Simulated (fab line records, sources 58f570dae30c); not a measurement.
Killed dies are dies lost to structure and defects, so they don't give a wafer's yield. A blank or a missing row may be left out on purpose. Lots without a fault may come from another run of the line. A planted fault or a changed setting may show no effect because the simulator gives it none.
Which tool did it? | flow berkeley_cmos170 | 14 lots, 42 wafers sampled, at 5 steps of a route of 331

WHAT THE GAUGES READ, wafer by wafer
UCB170_NWELL_THK_MEAS_02.
lot  | measured    | on            | NWELL_OXIDE_THK (nm)
L488 | day 1 23:05 | film_metro-03 | 26.1 25.8 25.9
L489 | day 2 03:19 | film_metro-03 | 25.1 25.2 25.5
L492 | day 2 22:38 | film_metro-02 | 26.4 26.6 27.1
L493 | day 2 22:40 | film_metro-01 | 26.5 26.7 26.5
L494 | day 3 05:25 | film_metro-01 | 25.6 26.1 26.0
L498 | day 4 02:13 | film_metro-01 | 26.3 26.3 26.2
L500 | day 4 14:09 | film_metro-02 | 26.3 26.3 25.8
L502 | day 5 01:37 | film_metro-03 | 25.6 25.7 25.6
L503 | day 5 07:04 | film_metro-03 | 26.2 26.0 26.1
L504 | day 5 07:04 | film_metro-01 | 26.0 26.4 26.3
L506 | day 5 16:56 | film_metro-02 | 25.8 26.1 26.2
L508 | day 6 01:38 | film_metro-01 | 26.0 25.6 25.4
L509 | day 6 08:43 | film_metro-03 | 26.7 26.6 26.3
L510 | day 6 13:44 | film_metro-01 | 26.8 26.8 27.3

UCB170_NVT_TW_MEAS_09.
lot  | measured     | on            | NVT_TW
L488 | day 5 10:47  | film_metro-01 | 525 524 523
L489 | day 5 10:56  | film_metro-02 | 521 523 522
L492 | day 6 11:35  | film_metro-01 | 521 523 524
L493 | day 6 11:19  | film_metro-03 | 521 518 519
L494 | day 6 17:26  | film_metro-03 | 519 518 520
L498 | day 7 18:02  | film_metro-01 | 521 518 522
L500 | day 8 05:40  | film_metro-02 | 523 524 524
L502 | day 8 13:32  | film_metro-03 | 518 514 514
L503 | day 8 13:16  | film_metro-02 | 525 522 522
L504 | day 8 13:15  | film_metro-03 | 515 516 516
L506 | day 8 23:03  | film_metro-01 | 521 518 521
L508 | day 9 19:25  | film_metro-01 | 526 523 523
L509 | day 10 00:06 | film_metro-02 | 523 522 520
L510 | day 10 07:37 | film_metro-01 | 523 521 520

UCB170_SDANNEAL_RS_MEAS_04: measures by four-point-probe.
lot  | measured     | on            | PLDD_RS (ohm/sq)
L488 | day 6 17:18  | film_metro-04 | 1029.7 1032.3 1032.1
L489 | day 6 17:49  | film_metro-01 | 1030.6 1031.2 1030.0
L492 | day 7 17:05  | film_metro-04 | 1034.6 1035.4 1036.2
L493 | day 7 17:17  | film_metro-03 | 1033.0 1034.9 1033.0
L494 | day 8 00:29  | film_metro-03 | 1029.0 1033.4 1032.5
L498 | day 9 05:53  | film_metro-04 | 1032.2 1039.0 1035.7
L500 | day 9 13:41  | film_metro-03 | 1030.1 1027.4 1027.7
L502 | day 9 16:52  | film_metro-04 | 977.3 977.0 979.5
L503 | day 9 17:15  | film_metro-01 | 1033.4 1033.3 1033.4
L504 | day 9 17:22  | film_metro-03 | 1030.5 1032.7 1034.2
L506 | day 10 04:00 | film_metro-03 | 979.1 976.7 980.5
L508 | day 11 02:43 | film_metro-01 | 1030.5 1032.3 1032.1
L509 | day 11 04:46 | film_metro-03 | 1034.0 1036.1 1031.7
L510 | day 11 12:23 | film_metro-01 | 1029.8 1028.0 1032.0

WHICH TOOL RAN EACH LOT (tool, then ch and the chambers of the sampled wafers, then the start)
lot  | UCB170_PWELL_STRIP_16               | UCB170_PLDD_IMPLANT_08
L488 | plasma_asher-02 ch 0,1, day 2 23:38 | implanter-03 ch 0, day 6 04:24
L489 | plasma_asher-04 ch 0,1, day 3 05:17 | implanter-01 ch 0, day 6 04:31
L492 | plasma_asher-03 ch 0,1, day 4 01:01 | implanter-03 ch 0, day 7 05:08
L493 | plasma_asher-04 ch 0,1, day 4 01:08 | implanter-02 ch 0, day 7 05:04
L494 | plasma_asher-03 ch 0,1, day 4 07:01 | implanter-03 ch 0, day 7 09:17
L498 | plasma_asher-03 ch 0,1, day 5 09:35 | implanter-02 ch 0, day 8 12:45
L500 | plasma_asher-02 ch 0,1, day 5 17:45 | implanter-01 ch 0, day 8 21:55
L502 | plasma_asher-04 ch 1, day 6 05:05   | implanter-03 ch 0, day 9 05:32
L503 | plasma_asher-03 ch 0,1, day 6 04:59 | implanter-02 ch 0, day 9 05:39
L504 | plasma_asher-03 ch 0,1, day 6 05:21 | implanter-01 ch 0, day 9 05:32
L506 | plasma_asher-04 ch 0,1, day 6 18:13 | implanter-03 ch 0, day 9 14:32
L508 | plasma_asher-04 ch 0,1, day 7 02:15 | implanter-01 ch 0, day 10 12:47
L509 | plasma_asher-02 ch 0,1, day 7 09:28 | implanter-02 ch 0, day 10 16:51
L510 | plasma_asher-04 ch 0,1, day 7 14:49 | implanter-02 ch 0, day 11 00:45
- UCB170_PWELL_STRIP_16: strips in O2.
- UCB170_PLDD_IMPLANT_08

WHAT THE TOOLS THEMSELVES READ (means of the sampled wafers that have a number; where no wafer has one, the mark that the record gives instead)
UCB170_PWELL_STRIP_16.
lot  | tool            | drypump_motor_current_A (A) | oes_product_au (a.u.) | strip_time_to_endpoint_s (s)
L488 | plasma_asher-02 | 5.8                         | 0.718                 | 18.08
L489 | plasma_asher-04 | 6.0                         | 0.725                 | 18.13
L492 | plasma_asher-03 | 5.4                         | 0.721                 | 17.99
L493 | plasma_asher-04 | 6.0                         | 0.721                 | 18.05
L494 | plasma_asher-03 | 5.4                         | 0.718                 | 18.10
L498 | plasma_asher-03 | 5.4                         | 0.720                 | 18.13
L500 | plasma_asher-02 | 5.8                         | 0.721                 | 18.06
L502 | plasma_asher-04 | 6.1                         | 0.724                 | 18.11
L503 | plasma_asher-03 | 5.3                         | 0.721                 | 18.08
L504 | plasma_asher-03 | 5.4                         | 0.720                 | 18.19
L506 | plasma_asher-04 | 5.9                         | 0.724                 | 18.05
L508 | plasma_asher-04 | 6.0                         | 0.724                 | 18.04
L509 | plasma_asher-02 | 5.8                         | 0.718                 | 18.22
L510 | plasma_asher-04 | 6.0                         | 0.721                 | 18.07

UCB170_PLDD_IMPLANT_08.
lot  | tool         | dose_ions_cm2 | faraday_current_uA
L488 | implanter-03 | 5e+13         | 158
L489 | implanter-01 | 5e+13         | 154
L492 | implanter-03 | 5e+13         | 159
L493 | implanter-02 | 5e+13         | 156
L494 | implanter-03 | 5e+13         | 157
L498 | implanter-02 | 5e+13         | 159
L500 | implanter-01 | 5e+13         | 161
L502 | implanter-03 | 6e+13         | 181
L503 | implanter-02 | 5e+13         | 156
L504 | implanter-01 | 5e+13         | 159
L506 | implanter-03 | 6e+13         | 182
L508 | implanter-01 | 5e+13         | 155
L509 | implanter-02 | 5e+13         | 159
L510 | implanter-02 | 5e+13         | 160

THE ANSWER, worked out from the rows above alone
Rule: what is usual is taken from the lots themselves. Put in order of their means at a reading, lots are off if they are a third of the lots or fewer, leave a main group of 4 or more, and stand apart from it by a gap of 3 or more times the standard deviation of the main group's means; of several such gaps the widest counts. A main group whose means are all the same, to the digits that the tables above print for the reading, isn't used. A lot without any number at a reading at which 4 lots or more have one is off too. The other lots that the step has rows for count as sound. The gauges are gone through in route order, then the tools' own readings, and for those a lot's mean is taken as printed above. The first step at which some lot is off is used, and at that step the reading that is off furthest; a lot without a number counts as furthest.
Off: L502, L506, at UCB170_SDANNEAL_RS_MEAS_04 (PLDD_RS). The main group: mean 1032.3 ohm/sq, standard deviation 2.1.
A tool fits if, at a process step before that reading, it ran every lot that is off, and no sound lot after the first of them. The gauges at UCB170_SDANNEAL_RS_MEAS_04 aren't tried: what is off there is off at UCB170_PLDD_IMPLANT_08 too, on other tools, and a gauge's error can't cause that. One fits: implanter-03 at UCB170_PLDD_IMPLANT_08. Its last sound lot is L494 (day 7 09:17), its first lot that is off L502 (day 9 05:32): a fault that began between those two fits.
The tool's own readings at UCB170_PLDD_IMPLANT_08 bear it out: on the lots that are off they differ by more than 5 times the standard deviation of the sound lots' means. dose_ions_cm2 reads 6e+13 there against 5e+13 on the sound lots; faraday_current_uA reads 182 there against 158 on the sound lots.

WHAT THE SIMULATOR HAD PUT IN
Process parameter drift: implanter-03, from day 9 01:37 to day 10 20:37, at UCB170_PLDD_IMPLANT_08. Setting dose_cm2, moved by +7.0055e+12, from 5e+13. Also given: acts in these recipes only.
Lots struck among those shown: L502, L506. The rule above found the same.
